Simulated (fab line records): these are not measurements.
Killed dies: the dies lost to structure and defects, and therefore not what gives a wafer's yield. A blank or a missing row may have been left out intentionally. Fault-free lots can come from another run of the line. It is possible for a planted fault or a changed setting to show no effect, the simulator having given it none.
The tool behind it: which one? | flow berkeley-cmos170 | 7 lots with 21 wafers sampled at 4 steps, on a route of 331 steps

## WHAT THE GAUGES SHOWED, per wafer
UCB170_CONTACT_THK_MEAS_02.
lot  | measured     | on            | CONTACT_PSG_THK (nm)
L581 | day 7 10:37  | film-metro-04 | 699 705 703
L582 | day 8 02:48  | film-metro-02 | 701 701 697
L586 | day 9 01:17  | film-metro-02 | 690 697 693
L591 | day 9 23:24  | film-metro-04 | 693 688 691
L595 | day 10 13:36 | film-metro-02 | 547 550 549
L596 | day 11 02:21 | film-metro-01 | 705 702 705
L599 | day 11 21:24 | film-metro-01 | 708 704 711

## WHAT TOOL EACH LOT RAN ON (gives the tool, then ch and the chambers of the sampled wafers, and finally the start)
lot  | UCB170_SDANNEAL_RTA_00           | UCB170_SILICIDE_RTA_04           | UCB170_CONTACT_CVD_01
L581 | rtp-anneal-01 ch 0, day 7 07:40  | rtp-anneal-01 ch 0, day 7 08:33  | lpcvd-01 ch 0, day 7 08:50
L582 | rtp-anneal-01 ch 0, day 7 22:05  | rtp-anneal-01 ch 0, day 7 22:58  | lpcvd-01 ch 0, day 8 01:01
L586 | rtp-anneal-02 ch 0, day 8 22:20  | rtp-anneal-02 ch 0, day 8 23:13  | lpcvd-01 ch 0, day 8 23:31
L591 | rtp-anneal-02 ch 0, day 9 20:21  | rtp-anneal-01 ch 0, day 9 21:14  | lpcvd-01 ch 1, day 9 21:36
L595 | rtp-anneal-01 ch 0, day 10 10:28 | rtp-anneal-01 ch 0, day 10 11:23 | lpcvd-02 ch 0, day 10 11:49
L596 | rtp-anneal-01 ch 0, day 10 22:47 | rtp-anneal-02 ch 0, day 10 23:40 | lpcvd-01 ch 1, day 11 00:34
L599 | rtp-anneal-01 ch 0, day 11 18:28 | rtp-anneal-02 ch 0, day 11 19:20 | lpcvd-02 ch 1, day 11 19:36
- UCB170_SDANNEAL_RTA_00: time 10 s.
- UCB170_SILICIDE_RTA_04: time 15 s.
- UCB170_CONTACT_CVD_01: deposits PSG from SiH4/O2/PH3, target thk 700 nm, time 2820 s.

## THE ANSWER, worked out from the rows above alone
Rule: what is usual is taken from the lots themselves. The widest of any qualifying gaps counts: lots, ordered by their means at a reading, are off when they make up no more than a third of the lots, leave a main group of 4 or more, and stand apart from it by 3 or more times the standard deviation of that group's means. Not used: any main group whose means are identical at the precision the tables above print for the reading. Also off: a lot with no number at a reading for which 4 or more lots have one. The other lots that the step has rows for count as sound.
Off: L595, at UCB170_CONTACT_THK_MEAS_02 (CONTACT_PSG_THK). Mean 700 nm and standard deviation 5.9 in the main group.
If a tool, at a process step before that reading, ran all the lots that are off and no sound lot after the first of them, it fits. Those tools and the gauges at UCB170_CONTACT_THK_MEAS_02 are tried in the same way. Undecided on this evidence; 2 tools fit (rtp-anneal-01 at UCB170_SILICIDE_RTA_04, film-metro-02 at UCB170_CONTACT_THK_MEAS_02).

## WHAT THE SIMULATOR PUT IN
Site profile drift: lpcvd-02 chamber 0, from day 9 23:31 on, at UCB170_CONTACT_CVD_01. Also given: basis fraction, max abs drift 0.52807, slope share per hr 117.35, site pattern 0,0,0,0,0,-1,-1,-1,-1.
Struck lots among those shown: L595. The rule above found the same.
